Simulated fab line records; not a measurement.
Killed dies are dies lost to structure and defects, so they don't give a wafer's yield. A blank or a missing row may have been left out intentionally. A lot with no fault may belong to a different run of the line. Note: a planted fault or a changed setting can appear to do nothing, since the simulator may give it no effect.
Problem report in the 8D (eight disciplines) form, filled by code    flow rit_cmos    the parts of the form that need people (team, actions taken, sign-off) are left out

## 1. THE PROBLEM
Mean of beam_energy_keV at RIT_NSD_IMPLANT_08: 24.098 across 6 wafers in 2 lots; on wafers with no fault it is 25.002 (standard deviation 0.0072). That is -99 or more standard deviations from the usual mean.
The first sign was on wafer L141.1 at day 5 18:31, on implanter-02. The record holds 42 wafers of 14 lots with a number at this step. Rule for "out" (also "out of limits"): further than 4 standard deviations from the usual mean. Any other wafer with a number is counted as sound.

## 2. WHAT IT IS, WHAT IT ISN'T
question                     is                      is not
which readings at this step  beam_energy_keV         -
which lots                   L141, L142              L129, L130, L131, L132, L133, L134, L135, L146, L147, L149, L150, L152
which wafers of those lots   all that have a number  -
read on which tools          implanter-02            implanter-03, implanter-04
when                         from day 5 18:31        up to then (21 sound wafers); but 15 sound wafers of L146, L147, L149, L150, L152 came after

## 3. WHAT RULES OUT EACH SUSPECT
Counting: a tool at any process step up to the reading remains a suspect when it ran all the lots that are out and ran no sound lot after the first of those.
- implanter-02 at RIT_NSD_IMPLANT_08: kept. All lots that are out passed through it, beginning with L141 at day 5 18:31, and no sound lot followed; its final sound lot before that point was L132 at day 3 23:19. On those wafers its own readings are out: beam_energy_keV.
After counting, what remains is implanter-02 at RIT_NSD_IMPLANT_08.

## 4. THE CAUSE (what the simulator had put in)
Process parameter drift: implanter-02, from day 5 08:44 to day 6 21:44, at RIT_NSD_IMPLANT_08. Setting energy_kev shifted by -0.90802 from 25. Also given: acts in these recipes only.
This tool alone remained once counting was done.

## 5. SEQUENCE OF EFFECTS, ordered by route
Each row: a reading where the mean over the struck wafers with a number is more than 3 standard deviations away from the usual. Scope: only readings with a usual standard deviation given in the record; hours: median across lots of the time from each lot's start at the first step in this table that gives one to its start at this step; sigmas: change in usual standard deviations.
hours  step                reading          usual   on struck wafers  change  sigmas
0      RIT_NSD_IMPLANT_08  beam_energy_keV  25.002  24.098            -0.904  -99 or more
The process steps in it:
- RIT_NSD_IMPLANT_08
At these later measuring or inspecting steps, every struck wafer for which the step has a row has a number for every such reading, and none has moved that far: RIT_M1_OVL_MEAS_10.

## 6. HOW IT WOULD HAVE BEEN CAUGHT EARLIER
First out-of-limits reading in this record: day 5 18:31, which is 10 hours after fault onset at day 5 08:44.
